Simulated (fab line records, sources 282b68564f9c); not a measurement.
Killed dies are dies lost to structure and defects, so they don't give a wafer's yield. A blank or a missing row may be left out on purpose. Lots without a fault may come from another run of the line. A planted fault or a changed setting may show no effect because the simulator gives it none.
Which tool did it? | flow rit_cmos | 6 lots, 18 wafers sampled, at 2 steps of a route of 202

WHAT THE GAUGES READ, wafer by wafer
RIT_ACTIVE_THK_MEAS_04.
lot  | measured    | on            | ACTIVE_NITRIDE_THK (nm)
L554 | day 1 20:28 | film_metro-03 | 148.5 148.0 147.3
L556 | day 2 05:19 | film_metro-02 | 149.3 149.7 149.6
L559 | day 2 22:19 | film_metro-03 | 186.8 188.1 187.3
L563 | day 3 17:03 | film_metro-03 | 149.6 151.0 150.8
L573 | day 5 17:52 | film_metro-03 | 150.7 149.7 150.5
L576 | day 6 09:23 | film_metro-03 | 147.3 148.7 148.6

WHICH TOOL RAN EACH LOT (tool, then ch and the chambers of the sampled wafers, then the start)
lot  | RIT_ACTIVE_CVD_03
L554 | lpcvd-01 ch 0, day 1 19:02
L556 | lpcvd-02 ch 1, day 2 03:53
L559 | lpcvd-02 ch 1, day 2 20:11
L563 | lpcvd-01 ch 1, day 3 15:38
L573 | lpcvd-01 ch 1, day 5 16:26
L576 | lpcvd-01 ch 1, day 6 07:58
- RIT_ACTIVE_CVD_03: deposits Si3N4 from SiH2Cl2/NH3, target thk 150 nm, time 1500 s.

THE ANSWER, worked out from the rows above alone
Rule: what is usual is taken from the lots themselves. Put in order of their means at a reading, lots are off if they are a third of the lots or fewer, leave a main group of 4 or more, and stand apart from it by a gap of 3 or more times the standard deviation of the main group's means; of several such gaps the widest counts. A main group whose means are all the same, to the digits that the tables above print for the reading, isn't used. A lot without any number at a reading at which 4 lots or more have one is off too. The other lots that the step has rows for count as sound.
Off: L559, at RIT_ACTIVE_THK_MEAS_04 (ACTIVE_NITRIDE_THK). The main group: mean 149.3 nm, standard deviation 1.
A tool fits if, at a process step before that reading, it ran every lot that is off, and no sound lot after the first of them. The gauges at RIT_ACTIVE_THK_MEAS_04 are tried like those tools. One fits: lpcvd-02 at RIT_ACTIVE_CVD_03. Its last sound lot is L556 (day 2 03:53), its first lot that is off L559 (day 2 20:11): a fault that began between those two fits.

WHAT THE SIMULATOR HAD PUT IN
Process parameter drift: lpcvd-02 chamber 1, from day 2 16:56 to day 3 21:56, at RIT_ACTIVE_CVD_03. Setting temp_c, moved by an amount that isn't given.
Lots struck among those shown: L559. The rule above found the same.
